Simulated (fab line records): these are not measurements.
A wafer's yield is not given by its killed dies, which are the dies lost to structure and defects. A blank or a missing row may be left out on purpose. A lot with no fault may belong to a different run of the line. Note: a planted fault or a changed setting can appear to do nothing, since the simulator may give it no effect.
fab line records    flow ritCmos
record lots=15  wafers=45  lastDay=7
route steps=202 shown PRETRO@65 M1@202
lots with no fault: from the same line, run without faults
startH: hours from the record's opening day to when the first of the lot's shown wafers began    waitH: hours since the lot's step before    " repeats the value in the row above    L1.1+2: several wafers, shown together as one row    - value missing, or start not given    * or withheld: withheld    < > ~ a bound
route shown NAME@n: names a module that has steps shown in the file, with the first one's number in the route    usual: mean/standard deviation taken from wafers without a fault    same: alike in all rows    chamber/n: place in a boat    sites: the reading at each site    _std_site: their standard deviation    _edge_site: inner sites' mean taken away from outer sites' mean    radiusMm: for every site, how far away it sits from the centre of the wafer    mask NAME#n: copy n    behind: the tool/chamber that last shaped the wafer    hold: why the lot went on hold/how many hours it stayed there/how the hold came to an end    device: the n, p or np transistor that did not switch    end of line: tests run on the same wafers once the route is complete    where a step has no rows: the recipe by itself    killed: not the wafer's yield, but the dies lost to structure and defects at the first sort    map: a wafer's dies, x killed, . not, _ none there
set.NAME: setting as actually run; set.NAME@STEP: the setting as run at that earlier step    model.NAME: the simulator's own value behind a step, which no gauge read
a sample of lots followed through the steps of the route, with each step as a table and each wafer as a row
services: when a tool's chamber went out of use (startH, in hours from the record's first day, below 0 if earlier), for how many hours, and the reason
## steps
# step RIT_PRETRO_COAT_01
# recipe resist=NOVOLAK  spinRpm=2000  resistThkNm=1300
# usual chillPlateTempC=23.02/0.12  spinSpeedRpm=1999.8/1.5
lot.wafer  tool           chamber  startH  waitH  chillPlateTempC  spinSpeedRpm
L955.1     lithoTrack-01  0        35.33   0.1    23.08            1999.3
L955.2     "              0        "       "      22.98            1996.7
L955.6     "              0        "       "      23.03            1998.7
L957.2     lithoTrack-01  0        45.08   0.1    23.09            2000.4
L957.4     "              0        "       "      23.18            1998.5
L957.6     "              0        "       "      23.10            2001.3
L959.1     lithoTrack-03  0        57.09   0.1    22.95            2000.6
L959.2     "              0        "       "      23.06            1999.8
L959.4     "              0        "       "      22.92            1999.2
L961.2     lithoTrack-02  0        66.48   0.1    23.18            2002.4
L961.3     "              0        "       "      22.95            1999.2
L961.6     "              0        "       "      23.00            2000.2
L963.1     lithoTrack-02  0        77.02   0.1    22.98            1999.1
L963.3     "              0        "       "      23.04            1997.6
L963.5     "              0        "       "      23.02            1998.1
L964.1     lithoTrack-01  0        82.66   0.1    22.90            1998.6
L964.2     "              0        "       "      23.03            1999.3
L964.6     "              0        "       "      22.90            1998.6
L966.1     lithoTrack-01  0        95.00   0.1    23.32            2002.0
L966.3     "              0        "       "      23.13            2000.7
L966.4     "              0        "       "      23.09            2000.8
L967.1     lithoTrack-02  0        97.93   0.1    22.96            2087.6
L967.3     "              0        "       "      22.92            2087.3
L967.4     "              0        "       "      22.77            2088.0
L968.1     lithoTrack-02  0        101.26  0.1    23.27            2086.2
L968.2     "              0        "       "      23.14            2087.7
L968.3     "              0        "       "      23.28            2087.6
L970.2     lithoTrack-02  0        110.69  0.1    23.16            2088.5
L970.3     "              0        "       "      23.20            2088.8
L970.4     "              0        "       "      23.08            2088.1
L971.3     lithoTrack-03  0        115.12  0.1    23.01            2002.7
L971.5     "              0        "       "      22.84            1999.8
L971.6     "              0        "       "      22.84            2004.1
L974.1     lithoTrack-03  0        130.40  0.1    22.96            1999.0
L974.2     "              0        "       "      22.89            1998.9
L974.5     "              0        "       "      22.93            2000.7
L975.2     lithoTrack-01  0        134.97  0.1    23.15            2000.2
L975.3     "              0        "       "      23.16            1998.7
L975.5     "              0        "       "      23.05            2000.4
L976.2     lithoTrack-03  0        140.81  0.1    23.19            1999.2
L976.4     "              0        "       "      23.21            1998.9
L976.5     "              0        "       "      23.19            1998.1
L977.1     lithoTrack-03  0        145.15  0.1    22.90            2000.6
L977.3     "              0        "       "      22.83            2000.5
L977.5     "              0        "       "      22.91            2000.1
# step RIT_M1_PROBE_99
# usual killed_at_M0_to_M3=0.0/0.18  killedAtContacts=0.1/0.38  killedAtFrontEnd=6.9/2.9  killedDies=7.1/3  killedOpen=3.5/2.1  killedShort=3.5/2
# same grossDies=264  killed_at_M4_up=0  killedAtBackSide=0  killedAtOther=0
lot.wafer  tool       chamber  startH  waitH  killed_at_M0_to_M3  killedAtContacts  killedAtFrontEnd  killedDies  killedOpen  killedShort
L968.1     prober-02  -        128.19  0.1    0                   0                 4                 4           1           3
L968.2     prober-02  -        128.24  0.1    0                   1                 4                 5           2           3
L968.3     prober-02  -        128.29  0.2    0                   0                 4                 4           2           2
# killed by level:class
L968.1 FOX1:geometricParticle:short=2 GATE:geometricParticle:short=1 GATE:geometricParticle:open=1
L968.2 REOX:geometricParticle:short=2 GATE:geometricParticle:open=1 REOX:geometricParticle:open=1 CONTACT:geometricParticle:short=1
L968.3 FOX1:geometricParticle:short=1 FOX2:geometricParticle:short=1 GATE:geometricParticle:open=1 SILICIDE:geometricParticle:open=1
## services
tool           chamber  startH  hours  kind
lithoTrack-02  -        131.90  -      consumableReplace:filter
## key
firstSign step=RIT_PRETRO_COAT_01  reading=spinSpeedRpm  direction=up  sigmas=59  usual=1999.8  struck=2087.7
effect none on later readings
metAt RIT_PRETRO_COAT_01
struckLots L967,L968,L970
testerLeftOut L967,L968,L970
onsetBetween 77.02 97.93
fault kind=processParameterDrift  tool=lithoTrack-02  chamber=-  onsetH=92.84  steps=RIT_PRETRO_COAT_01  channel=spinRpm  offset=87.953  shape=step  endH=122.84  actsIn=theseRecipesOnly  stated=2000
# testerLeftOut: of these lots the tester's yield and bins aren't shown, on N5 and GAA mostly nor the transistor test; their killed dies are dies lost to structure and defects alone, not to doping, threshold or leakage, so they don't give the yield
